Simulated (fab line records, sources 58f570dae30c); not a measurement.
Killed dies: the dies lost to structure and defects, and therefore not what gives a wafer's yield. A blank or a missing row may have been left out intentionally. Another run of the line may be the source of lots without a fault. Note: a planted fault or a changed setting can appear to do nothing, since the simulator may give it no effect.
One fault seen from 2 desks / flow berkeley_cmos170 / every desk sees just its own numbers, and what lay behind them comes last

## AT THE METROLOGY DESK
What the gauges read, lot by lot, whatever tool the lot ran on: means of the sampled wafers that have a number. The brackets show how far a lot's mean lies from the usual mean; more than 4 standard deviations puts the lot out of limits, marked OUT.
Columns: A = GATE_OVL at UCB170_GATE_OVL_MEAS_13, usual -2 nm; B = cd_nm at UCB170_NLDD_CD_MEAS_06, usual 1199.8 nm; C = V1_TEOS_THK at UCB170_V1_THK_MEAS_01, usual 2007 nm
lot=L611; first seen here=day 6 22:32; A=-11; B=1200.1; C=2024
lot=L614; first seen here=day 7 12:50; A=1; B=1200.7; C=1990
lot=L615; first seen here=day 7 12:58; A=3; B=1201.2; C=2023
lot=L612; first seen here=day 7 13:07; A=-4; B=1202.3; C=2013
lot=L613; first seen here=day 7 13:07; A=-4; B=1198.3; C=2011
lot=L610; first seen here=day 7 13:22; A=3; B=1199.3; C=2002
lot=L616; first seen here=day 8 12:10; A=-1; B=1198.9; C=1999
lot=L623; first seen here=day 10 00:56; A=-9; B=1199.4; C=3385 (+49) OUT
lot=L625; first seen here=day 10 01:05; A=1; B=1200.1; C=2055
lot=L626; first seen here=day 10 15:07; A=0; B=1201.6; C=3430 (+51) OUT
lot=L629; first seen here=day 11 07:54; A=3; B=1197.5; C=1990
lot=L630; first seen here=day 11 08:14; A=-7; B=1197.6; C=2016
lot=L633; first seen here=day 11 22:36; A=-2; B=1199.6; C=2009
lot=L632; first seen here=day 11 22:59; A=-2; B=1199.7; C=2007
Finding of this desk: L623, L626 out of limits, first seen on L623 at day 11 03:19 (V1_TEOS_THK at UCB170_V1_THK_MEAS_01). L611, L614, L615, L612, L613, L610, L616, L625, L629, L630, L633, L632: within limits.

## TOOL OWNER'S DESK, pecvd-01
The tool's own readings at UCB170_V1_CVD_00 (deposits SiO2 from TEOS/O2, target thk 2000 nm, time 250 s): means of the sampled wafers that have a number, for each lot that ran on this tool. The brackets show how far a lot's mean lies from the usual mean; more than 4 standard deviations puts the lot out of limits, marked OUT.
Columns: A = heater_power_w at UCB170_V1_CVD_00, usual 278 W
lot=L614; first seen here=day 8 18:01; A=300
lot=L623; first seen here=day 11 03:10; A=290
lot=L626; first seen here=day 11 14:50; A=236
Result from this desk: across the 3 lots, nothing is out of limits.

## PUT TOGETHER
At day 11 03:19 the metrology desk could have sounded an alarm, on L623, L626.
The tool owner's desk saw nothing out of limits.
Tool owner's desk: L623, L626 on record, inside its limits.
Every lot named ran UCB170_V1_CVD_00 on pecvd-01.

## WHAT THE SIMULATOR PUT IN
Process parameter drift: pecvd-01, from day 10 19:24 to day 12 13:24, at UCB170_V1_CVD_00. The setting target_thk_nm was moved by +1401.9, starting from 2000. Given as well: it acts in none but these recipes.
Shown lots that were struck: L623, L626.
Delay in hours, fault start to first out-of-limits reading, per desk: metrology desk 8.
